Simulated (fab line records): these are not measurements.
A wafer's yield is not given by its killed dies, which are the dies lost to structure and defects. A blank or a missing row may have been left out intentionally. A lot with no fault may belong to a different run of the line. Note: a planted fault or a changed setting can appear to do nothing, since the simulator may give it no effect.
Chamber matching / flow berkeley-cmos170 / 4 sister chambers for UCB170_V2_CMP_02 on cmp-01
The step polishes SiO2. 18 wafers are shown with their chamber, then 9 later ones without.

== WAFERS WITH THEIR CHAMBER ==
wafer=L769.3; chamber=1; motor-current-A (A)=14.5
wafer=L769.4; chamber=3; motor-current-A (A)=16.2
wafer=L769.6; chamber=2; motor-current-A (A)=18.2
wafer=L773.3; chamber=1; motor-current-A (A)=13.9
wafer=L773.5; chamber=2; motor-current-A (A)=17.6
wafer=L773.6; chamber=1; motor-current-A (A)=14.2
wafer=L774.2; chamber=3; motor-current-A (A)=16.5
wafer=L774.3; chamber=2; motor-current-A (A)=19.5
wafer=L774.4; chamber=1; motor-current-A (A)=15.0
wafer=L775.1; chamber=1; motor-current-A (A)=14.1
wafer=L775.2; chamber=3; motor-current-A (A)=16.1
wafer=L775.6; chamber=3; motor-current-A (A)=16.3
wafer=L776.2; chamber=3; motor-current-A (A)=16.2
wafer=L776.4; chamber=1; motor-current-A (A)=15.4
wafer=L776.6; chamber=2; motor-current-A (A)=18.3
wafer=L783.1; chamber=0; motor-current-A (A)=18.6
wafer=L783.2; chamber=2; motor-current-A (A)=18.8
wafer=L783.5; chamber=1; motor-current-A (A)=14.4

SIGNATURES (averages over the wafers above)
reading=motor-current-A; chamber 0=18.600; chamber 1=14.500; chamber 2=18.480; chamber 3=16.260; scatter within a chamber=0.521
Rule: a wafer's distance from a chamber is the root of the sum, over the readings, of the square of ((its reading less the chamber's mean) divided by the reading's scatter). If the next closest chamber is less than 2 further off than the closest, the wafer can't be placed; otherwise it belongs to the closest. How the scatter is found: for the shown wafers, subtract from each reading the mean of its chamber, square and add these, divide the total by (wafers less chambers), then take the root.

== WAFERS WITH NO CHAMBER GIVEN ==
wafer=L784.3; motor-current-A (A)=17.4
wafer=L784.4; motor-current-A (A)=18.7
wafer=L784.6; motor-current-A (A)=17.7
wafer=L785.1; motor-current-A (A)=14.6
wafer=L785.5; motor-current-A (A)=18.1
wafer=L785.6; motor-current-A (A)=17.1
wafer=L791.3; motor-current-A (A)=18.3
wafer=L791.4; motor-current-A (A)=18.4
wafer=L791.6; motor-current-A (A)=20.4

== WHICH CHAMBER EACH ONE RAN IN ==
wafer=L784.3; from the rows above=can't be placed: 2 or 3 or 0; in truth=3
wafer=L784.4; from the rows above=can't be placed: 0 or 2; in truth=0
wafer=L784.6; from the rows above=can't be placed: 2 or 0 or 3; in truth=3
wafer=L785.1; from the rows above=1; in truth=1
wafer=L785.5; from the rows above=can't be placed: 2 or 0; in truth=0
wafer=L785.6; from the rows above=can't be placed: 3 or 2 or 0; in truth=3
wafer=L791.3; from the rows above=can't be placed: 2 or 0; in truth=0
wafer=L791.4; from the rows above=can't be placed: 2 or 0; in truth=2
wafer=L791.6; from the rows above=can't be placed: 0 or 2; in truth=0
1 of 9 placed correctly. These rows do not allow placing 8 (true chamber among the candidates in 8). Number placed wrongly: 0.
